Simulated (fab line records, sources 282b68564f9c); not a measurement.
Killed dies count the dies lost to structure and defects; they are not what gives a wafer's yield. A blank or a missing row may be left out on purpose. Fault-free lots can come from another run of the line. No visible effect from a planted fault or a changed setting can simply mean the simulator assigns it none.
fab line records	flow rit_cmos
record: lots: 13	wafers: 39	last_day: 7
route steps=202 shown FOX2@24 GATE@88 PSD@151 M1@202
lots that met no fault: from a run of the same line without faults
start_h: start of the lot's first displayed wafer, in hours after the record's first day	wait_h: time in hours since the lot's previous step	" as in the row above	L1.1+2: several wafers, shown together as one row	- either no value or no given start	* or withheld: withheld	< > ~ a bound
route shown NAME@n: names a module that has steps shown in the file, with the first one's number in the route	usual: mean/standard deviation taken from wafers without a fault	same: alike in all rows	chamber/n: place in a boat	sites: per-site readings	_std_site: standard deviation of those values	_edge_site: the outer-site mean with the inner-site mean subtracted	radius_mm: for every site, how far away it sits from the centre of the wafer	mask NAME#n: copy n	behind: the most recent tool/chamber to have shaped the wafer	hold: what put the lot on hold/how long, in hours/how the hold closed	device: which transistor (n, p or np) failed to switch	end of line: at the end of the route, the tests of the same wafers	step lacking rows: just its recipe	killed: count of dies lost to structure and defects at first sort (not the wafer's yield)	map: shows each die of a wafer: x if killed, . if not, _ if none is there
set.NAME: the setting that was run; set.NAME@STEP: the one run at that earlier step	model.NAME: the simulator's own value behind a step, which no gauge read
route steps across a sampled set of lots; one table per step, one row per wafer
services: from which hour (start_h, from the record's first day; less than 0 if before it) a tool's chamber was out of use, for how many hours, and why
== steps ==
step: RIT_FOX2_THK_MEAS_01
recipe: reads: SiO2_of_FOX2_OXIDATION_00
usual: FOX2_OXIDE_THK: 348/6.6
lot.wafer	tool	chamber	start_h	wait_h	FOX2_OXIDE_THK[nm]
L672.2	film_metro-01	-	28.73	0.0	354
L672.3	"	-	"	"	352
L672.6	"	-	"	"	352
L673.2	film_metro-02	-	33.69	0.0	357
L673.3	"	-	"	"	358
L673.5	"	-	"	"	356
L674.1	film_metro-01	-	38.64	0.0	350
L674.2	"	-	"	"	342
L674.4	"	-	"	"	341
L675.3	film_metro-01	-	42.48	0.0	345
L675.4	"	-	"	"	349
L675.6	"	-	"	"	351
L676.1	film_metro-03	-	45.14	0.0	352
L676.3	"	-	"	"	341
L676.5	"	-	"	"	348
L677.1	film_metro-03	-	51.40	0.0	341
L677.3	"	-	"	"	344
L677.4	"	-	"	"	338
L678.1	film_metro-01	-	60.92	0.0	354
L678.5	"	-	"	"	355
L678.6	"	-	"	"	357
L679.1	film_metro-01	-	66.53	0.0	336
L679.4	"	-	"	"	334
L679.6	"	-	"	"	338
L680.1	film_metro-02	-	66.53	0.0	332
L680.2	"	-	"	"	341
L680.6	"	-	"	"	338
L681.3	film_metro-01	-	71.52	0.0	348
L681.4	"	-	"	"	346
L681.6	"	-	"	"	353
L683.3	film_metro-02	-	81.16	0.0	348
L683.4	"	-	"	"	344
L683.5	"	-	"	"	340
L692.2	film_metro-02	-	124.47	0.0	347
L692.3	"	-	"	"	355
L692.6	"	-	"	"	351
L693.1	film_metro-02	-	131.95	0.0	336
L693.2	"	-	"	"	339
L693.5	"	-	"	"	340
step: RIT_FOX2_WET_ETCH_03
recipe: chemistry: H3PO4	target: Si3N4	target_depth_nm: 195	temp_c: 165	time_s: 2659
same: time_s: 2659
lot.wafer	tool	chamber	start_h	wait_h
L672.2+3+6	wet_bench-02	0	28.85	0.0
L673.2+3+5	wet_bench-04	3	33.80	0.0
L674.1+2+4	wet_bench-02	2	38.76	0.0
L675.3+4+6	wet_bench-02	1	42.58	0.0
L676.1+3+5	wet_bench-02	3	45.26	0.0
L677.1+3+4	wet_bench-02	3	51.51	0.0
L678.1+5+6	wet_bench-04	0	61.11	0.0
L679.1+4+6	wet_bench-01	2	66.65	0.0
L680.1+2+6	wet_bench-01	3	66.65	0.0
L681.3+4+6	wet_bench-04	3	71.70	0.0
L683.3+4+5	wet_bench-01	0	81.25	0.0
L692.2+3+6	wet_bench-04	1	124.58	0.0
L693.1+2+5	wet_bench-04	1	132.08	0.0
step: RIT_GATE_SOFTBAKE_12
recipe: resist: NOVOLAK	temp_c: 90	time_s: 61.13
usual: plate_sensor_t_centre_C: 90.969/0.0099	plate_sensor_t_edge_C: 91.021/0.0098
same: time_s: 61.13
lot.wafer	tool	chamber	start_h	wait_h	plate_sensor_t_centre_C	plate_sensor_t_edge_C
L672.2	litho_track-03	0	50.58	0.1	90.969	91.022
L672.3	"	0	"	"	90.978	91.013
L672.6	"	0	"	"	90.965	91.023
L673.2	litho_track-03	0	57.19	0.1	90.974	91.019
L673.3	"	0	"	"	90.970	91.016
L673.5	"	0	"	"	90.982	91.019
L674.1	litho_track-01	0	63.21	0.1	90.976	91.039
L674.2	"	0	"	"	90.971	91.024
L674.4	"	0	"	"	90.969	91.029
L675.3	litho_track-02	0	63.26	0.1	90.959	91.015
L675.4	"	0	"	"	90.975	91.006
L675.6	"	0	"	"	90.974	91.046
L676.1	litho_track-03	0	66.67	0.1	90.970	91.016
L676.3	"	0	"	"	90.983	91.005
L676.5	"	0	"	"	90.967	91.008
L677.1	litho_track-01	0	73.99	0.1	90.969	91.017
L677.3	"	0	"	"	90.994	91.030
L677.4	"	0	"	"	90.985	91.001
L678.1	litho_track-01	0	82.03	0.1	90.964	91.036
L678.5	"	0	"	"	90.952	91.024
L678.6	"	0	"	"	90.972	91.027
L679.1	litho_track-02	0	86.23	0.1	90.958	91.000
L679.4	"	0	"	"	90.960	91.007
L679.6	"	0	"	"	90.967	91.050
L680.1	litho_track-03	0	87.84	0.1	90.964	91.021
L680.2	"	0	"	"	90.986	91.029
L680.6	"	0	"	"	90.953	91.026
L681.3	litho_track-02	0	94.85	0.1	90.973	91.015
L681.4	"	0	"	"	90.973	91.010
L681.6	"	0	"	"	90.947	91.020
L683.3	litho_track-03	0	100.73	0.1	90.951	91.030
L683.4	"	0	"	"	90.975	91.026
L683.5	"	0	"	"	90.963	91.023
L692.2	litho_track-02	0	144.87	0.1	90.975	91.024
L692.3	"	0	"	"	90.959	91.024
L692.6	"	0	"	"	90.969	91.028
L693.1	litho_track-01	0	151.37	0.1	90.969	91.030
L693.2	"	0	"	"	90.965	91.026
L693.5	"	0	"	"	90.971	91.014
step: RIT_PSD_STRIP_09
recipe: chemistry: O2	time_s: 180	resist: NOVOLAK	platen_temp_c: withheld	power_w: 500	pressure_mtorr: 4000	o2_flow_sccm: 4000
usual: chamber_pressure_mTorr: 4000/3.8	drypump_motor_current_A: 6.0/0.45
same: time_s: 180
lot.wafer	tool	chamber	start_h	wait_h	chamber_pressure_mTorr	drypump_motor_current_A	rf_hours_counter_h
L672.2	plasma_asher-02	0	68.37	0.1	4006	6.4	44
L672.3	"	0	"	"	3994	6.4	-
L672.6	"	0	"	"	3995	6.4	-
L673.2	plasma_asher-02	0	72.15	0.1	4002	6.4	45
L673.3	"	0	"	"	4004	6.4	-
L673.5	"	1	"	"	3991	6.5	-
L674.1	plasma_asher-02	0	76.12	0.1	3998	6.4	45
L674.2	"	1	"	"	4007	6.5	45
L674.4	"	0	"	"	3993	6.4	-
L675.3	plasma_asher-04	1	78.26	0.1	3997	5.6	-
L675.4	"	0	"	"	3992	5.9	-
L675.6	"	1	"	"	4004	5.6	-
L676.1	plasma_asher-04	1	81.15	0.1	3999	5.6	38
L676.3	"	1	"	"	4005	5.6	-
L676.5	"	1	"	"	4006	5.6	-
L677.1	plasma_asher-02	1	88.84	0.1	4009	6.5	47
L677.3	"	1	"	"	4000	6.5	-
L677.4	"	0	"	"	3996	6.4	-
L678.1	plasma_asher-02	1	94.96	0.1	3995	6.5	48
L678.5	"	1	"	"	3994	6.5	-
L678.6	"	0	"	"	3995	6.4	-
L679.1	plasma_asher-02	1	99.19	0.1	4001	6.5	48
L679.4	"	0	"	"	3997	6.4	-
L679.6	"	0	"	"	3998	6.4	-
L680.1	plasma_asher-02	0	103.39	0.1	4004	6.4	48
L680.2	"	1	"	"	4000	6.5	48
L680.6	"	1	"	"	3997	6.5	-
L681.3	plasma_asher-04	1	108.45	0.1	3998	5.6	-
L681.4	"	0	"	"	4004	5.9	-
L681.6	"	1	"	"	4002	5.6	-
L683.3	plasma_asher-04	1	114.69	0.1	3996	5.5	-
L683.4	"	0	"	"	4004	5.9	-
L683.5	"	1	"	"	3991	5.6	-
L692.2	plasma_asher-01	0	158.96	0.1	3997	6.2	38
L692.3	"	1	"	"	4000	5.1	-
L692.6	"	0	"	"	4001	6.2	-
L693.1	plasma_asher-04	1	164.07	0.1	4002	5.6	47
L693.2	"	0	"	"	4001	5.8	47
L693.5	"	1	"	"	4003	5.6	-
step: RIT_M1_PROBE_99
usual: killed_at_contacts: 0.1/0.24	killed_at_front_end: 7/3.2	killed_dies: 7/3.2	killed_open: 3.4/2	killed_short: 3.5/2.2
same: gross_dies: 264	killed_at_M0_to_M3: 0	killed_at_M4_up: 0	killed_at_back_side: 0	killed_at_other: 0
lot.wafer	tool	chamber	start_h	wait_h	hold	killed_at_contacts	killed_at_front_end	killed_dies	killed_open	killed_short
L672.2	prober-02	-	77.86	0.1	-	0	7	7	2	5
L672.3	prober-02	-	77.91	0.2	-	0	10	10	5	5
L672.6	prober-02	-	78.06	0.2	-	0	8	8	1	7
L673.2	prober-02	-	80.47	0.1	-	0	8	8	5	3
L673.3	prober-02	-	80.52	0.2	-	0	6	6	4	2
L673.5	prober-02	-	80.62	0.2	-	0	6	6	2	4
L674.1	prober-01	-	84.45	0.1	-	0	4	4	3	1
L674.2	prober-01	-	84.50	0.1	-	0	2	2	2	0
L674.4	prober-01	-	84.60	0.2	-	0	4	4	3	1
L675.3	prober-02	-	86.58	0.2	-	0	8	8	5	3
L675.4	prober-02	-	86.63	0.2	-	0	11	11	5	6
L675.6	prober-02	-	86.73	0.2	-	0	12	12	6	6
L676.1	prober-01	-	89.50	0.1	-	0	5	5	3	2
L676.3	prober-01	-	89.60	0.2	-	0	6	6	2	4
L676.5	prober-01	-	89.70	0.2	-	1	3	4	3	1
L677.1	prober-02	-	97.00	0.1	-	0	8	8	2	6
L677.3	prober-02	-	97.10	0.2	-	0	12	12	6	6
L677.4	prober-02	-	97.15	0.2	-	0	10	10	4	6
L678.1	prober-01	-	103.27	0.1	-	0	6	6	3	3
L678.5	prober-01	-	103.47	0.2	-	0	9	9	5	4
L678.6	prober-01	-	103.52	0.2	-	0	7	7	5	2
L679.1	prober-02	-	107.39	0.1	-	0	6	6	4	2
L679.4	prober-02	-	107.54	0.2	-	0	4	4	2	2
L679.6	prober-02	-	107.64	0.2	-	0	7	7	7	0
L680.1	prober-01	-	111.74	0.1	-	0	5	5	3	2
L680.2	prober-01	-	111.79	0.1	-	0	8	8	4	4
L680.6	prober-01	-	111.99	0.2	-	0	7	7	3	4
L681.3	prober-02	-	116.85	0.2	-	0	5	5	2	3
L681.4	prober-02	-	116.90	0.2	-	0	5	5	3	2
L681.6	prober-02	-	117.00	0.2	-	0	5	5	3	2
L683.3	prober-02	-	123.49	0.2	await_dispo/2.3h/release	0	39	39	3	1
L683.4	prober-02	-	123.54	0.2	await_dispo/2.3h/release	0	34	34	3	2
L683.5	prober-02	-	123.59	0.2	await_dispo/2.3h/release	0	36	36	5	1
L692.2	prober-01	-	167.26	0.1	-	1	2	3	0	3
L692.3	prober-01	-	167.31	0.2	-	0	7	7	6	1
L692.6	prober-01	-	167.46	0.2	-	0	13	13	6	7
L693.1	prober-02	-	172.23	0.1	-	0	3	3	3	0
L693.2	prober-02	-	172.28	0.1	-	0	4	4	1	3
L693.5	prober-02	-	172.43	0.2	-	0	4	4	3	1
killed by level:class
L672.2 GATE:geometric_particle:short=2 SILICIDE:geometric_particle:short=2 SPACER:geometric_particle:open=1 SPACER:geometric_particle:short=1 SILICIDE:geometric_particle:open=1
L672.3 GATE:geometric_particle:open=3 SPACER:geometric_particle:short=2 FOX1:geometric_particle:short=1 FOX2:geometric_particle:short=1 REOX:geometric_particle:open=1 SPACER:geometric_particle:open=1 SILICIDE:geometric_particle:short=1
L672.6 REOX:geometric_particle:short=3 GATE:geometric_particle:short=2 FOX2:geometric_particle:open=1 FOX2:geometric_particle:short=1 SILICIDE:geometric_particle:short=1
L673.2 GATE:geometric_particle:short=2 SPACER:geometric_particle:open=2 FOX1:geometric_particle:open=1 FOX1:geometric_particle:short=1 GATE:geometric_particle:open=1 SILICIDE:geometric_particle:open=1
L673.3 SILICIDE:geometric_particle:open=2 FOX2:geometric_particle:open=1 GATE:geometric_particle:short=1 SPACER:geometric_particle:open=1 SILICIDE:geometric_particle:short=1
L673.5 GATE:geometric_particle:short=3 GATE:geometric_particle:open=2 SPACER:geometric_particle:short=1
L674.1 GATE:geometric_particle:open=1 REOX:geometric_particle:short=1 REOX:geometric_particle:open=1 SPACER:geometric_particle:open=1
L674.2 GATE:geometric_particle:open=1 SPACER:geometric_particle:open=1
L674.4 FOX1:geometric_particle:open=1 GATE:geometric_particle:open=1 SPACER:geometric_particle:short=1 SILICIDE:geometric_particle:open=1
L675.3 GATE:geometric_particle:short=2 GATE:geometric_particle:open=2 FOX1:geometric_particle:open=1 FOX2:geometric_particle:open=1 REOX:geometric_particle:open=1 SPACER:geometric_particle:short=1
L675.4 SPACER:geometric_particle:short=3 FOX2:geometric_particle:short=2 SPACER:geometric_particle:open=2 GATE:geometric_particle:short=1 GATE:geometric_particle:open=1 REOX:geometric_particle:open=1 SILICIDE:geometric_particle:open=1
L675.6 SPACER:geometric_particle:open=4 SILICIDE:geometric_particle:short=3 FOX1:geometric_particle:open=1 FOX2:geometric_particle:short=1 GATE:geometric_particle:open=1 REOX:geometric_particle:short=1 SPACER:geometric_particle:short=1
L676.1 FOX1:geometric_particle:short=1 FOX1:geometric_particle:open=1 GATE:geometric_particle:short=1 GATE:geometric_particle:open=1 SPACER:geometric_particle:open=1
L676.3 SILICIDE:geometric_particle:short=3 FOX2:geometric_particle:open=1 REOX:geometric_particle:short=1 SILICIDE:geometric_particle:open=1
L676.5 FOX1:geometric_particle:short=1 SPACER:geometric_particle:open=1 SILICIDE:geometric_particle:open=1 CONTACT:geometric_particle:open=1
L677.1 GATE:geometric_particle:short=4 GATE:geometric_particle:open=2 FOX2:geometric_particle:short=1 REOX:geometric_particle:short=1
L677.3 GATE:geometric_particle:open=6 GATE:geometric_particle:short=3 REOX:geometric_particle:short=1 SPACER:geometric_particle:short=1 SILICIDE:geometric_particle:short=1
L677.4 GATE:geometric_particle:short=3 FOX1:geometric_particle:short=2 GATE:geometric_particle:open=2 FOX2:geometric_particle:open=1 REOX:geometric_particle:open=1 REOX:geometric_particle:short=1
L678.1 SPACER:geometric_particle:short=2 FOX1:geometric_particle:open=1 GATE:geometric_particle:short=1 SPACER:geometric_particle:open=1 SILICIDE:geometric_particle:open=1
L678.5 GATE:geometric_particle:short=3 GATE:geometric_particle:open=2 SPACER:geometric_particle:open=2 FOX1:geometric_particle:short=1 FOX2:geometric_particle:open=1
L678.6 GATE:geometric_particle:open=3 FOX2:geometric_particle:short=1 REOX:geometric_particle:open=1 SPACER:geometric_particle:open=1 SPACER:geometric_particle:short=1
L679.1 SPACER:geometric_particle:open=3 SPACER:geometric_particle:short=2 GATE:geometric_particle:open=1
L679.4 GATE:geometric_particle:short=2 GATE:geometric_particle:open=1 SPACER:geometric_particle:open=1
L679.6 SPACER:geometric_particle:open=3 GATE:geometric_particle:open=2 FOX1:geometric_particle:open=1 SILICIDE:geometric_particle:open=1
L680.1 GATE:geometric_particle:short=2 GATE:geometric_particle:open=1 REOX:geometric_particle:open=1 SILICIDE:geometric_particle:open=1
L680.2 REOX:geometric_particle:open=3 FOX1:geometric_particle:short=1 FOX2:geometric_particle:short=1 GATE:geometric_particle:short=1 SILICIDE:geometric_particle:short=1 SILICIDE:geometric_particle:open=1
L680.6 REOX:geometric_particle:open=3 GATE:geometric_particle:short=2 REOX:geometric_particle:short=1 SILICIDE:geometric_particle:short=1
L681.3 FOX1:geometric_particle:short=1 FOX2:geometric_particle:short=1 GATE:geometric_particle:open=1 REOX:geometric_particle:open=1 SPACER:geometric_particle:short=1
L681.4 FOX2:geometric_particle:open=1 GATE:geometric_particle:open=1 GATE:geometric_particle:short=1 SPACER:geometric_particle:short=1 SPACER:geometric_particle:open=1
L681.6 SILICIDE:geometric_particle:open=2 GATE:geometric_particle:short=1 GATE:geometric_particle:open=1 REOX:geometric_particle:short=1
L683.3 FOX2:unspecified=35 FOX2:geometric_particle:open=1 FOX2:geometric_particle:short=1 GATE:geometric_particle:open=1 SILICIDE:geometric_particle:open=1
L683.4 FOX2:unspecified=29 FOX1:geometric_particle:open=1 FOX2:geometric_particle:short=1 SPACER:geometric_particle:open=1 SILICIDE:geometric_particle:open=1 SILICIDE:geometric_particle:short=1
L683.5 FOX2:unspecified=30 FOX2:geometric_particle:open=2 SPACER:geometric_particle:open=2 GATE:geometric_particle:short=1 GATE:geometric_particle:open=1
L692.2 GATE:geometric_particle:short=1 SPACER:geometric_particle:short=1 CONTACT:geometric_particle:short=1
L692.3 SPACER:geometric_particle:open=2 FOX1:geometric_particle:open=1 GATE:geometric_particle:open=1 REOX:geometric_particle:open=1 REOX:geometric_particle:short=1 SILICIDE:geometric_particle:open=1
L692.6 SPACER:geometric_particle:short=3 FOX1:geometric_particle:open=2 GATE:geometric_particle:short=2 SPACER:geometric_particle:open=2 GATE:geometric_particle:open=1 REOX:geometric_particle:short=1 SILICIDE:geometric_particle:open=1 SILICIDE:geometric_particle:short=1
L693.1 FOX2:geometric_particle:open=1 GATE:geometric_particle:open=1 REOX:geometric_particle:open=1
L693.2 FOX2:geometric_particle:short=2 FOX2:geometric_particle:open=1 SILICIDE:geometric_particle:short=1
L693.5 FOX1:geometric_particle:open=1 GATE:geometric_particle:short=1 GATE:geometric_particle:open=1 REOX:geometric_particle:open=1
== services ==
tool	chamber	start_h	hours	kind
plasma_asher-04	-	46.63	28.1	pm
plasma_asher-04	-	86.48	2.8	pm
plasma_asher-02	-	108.75	9.0	pm
plasma_asher-02	0	108.75	9.0	vent_cycle
plasma_asher-02	1	108.75	9.0	vent_cycle
wet_bench-01	-	111.15	4.4	pm
plasma_asher-01	-	114.96	0.6	repair
plasma_asher-02	0	117.75	-	clean
plasma_asher-02	1	117.75	-	clean
plasma_asher-02	-	160.97	0.9	repair
== key ==
first_sign: step: RIT_M1_PROBE_99	reading: killed_at_front_end	direction: up	sigmas: 9.2	usual: 7	struck: 36
effect: step: RIT_M1_PROBE_99	reading: killed_dies	direction: up	sigmas: 9.2	usual: 7	struck: 36
met_at RIT_FOX2_WET_ETCH_03
struck_lots L683
struck_wafers L683.3,L683.4,L683.5
tester_left_out L683
not_acting_at RIT_FOX2_THK_MEAS_01,RIT_GATE_SOFTBAKE_12,RIT_PSD_STRIP_09
fault: kind: chamber_particle_source	tool: wet_bench-01	chamber: 0	onset_h: 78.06	steps: RIT_FOX2_WET_ETCH_03	rate_per_visit_cm2: 0.86914	end_h: 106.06
tester_left_out: of these lots the tester's yield and bins aren't shown, on N5 and GAA mostly nor the transistor test; their killed dies are dies lost to structure and defects alone, not to doping, threshold or leakage, so they don't give the yield
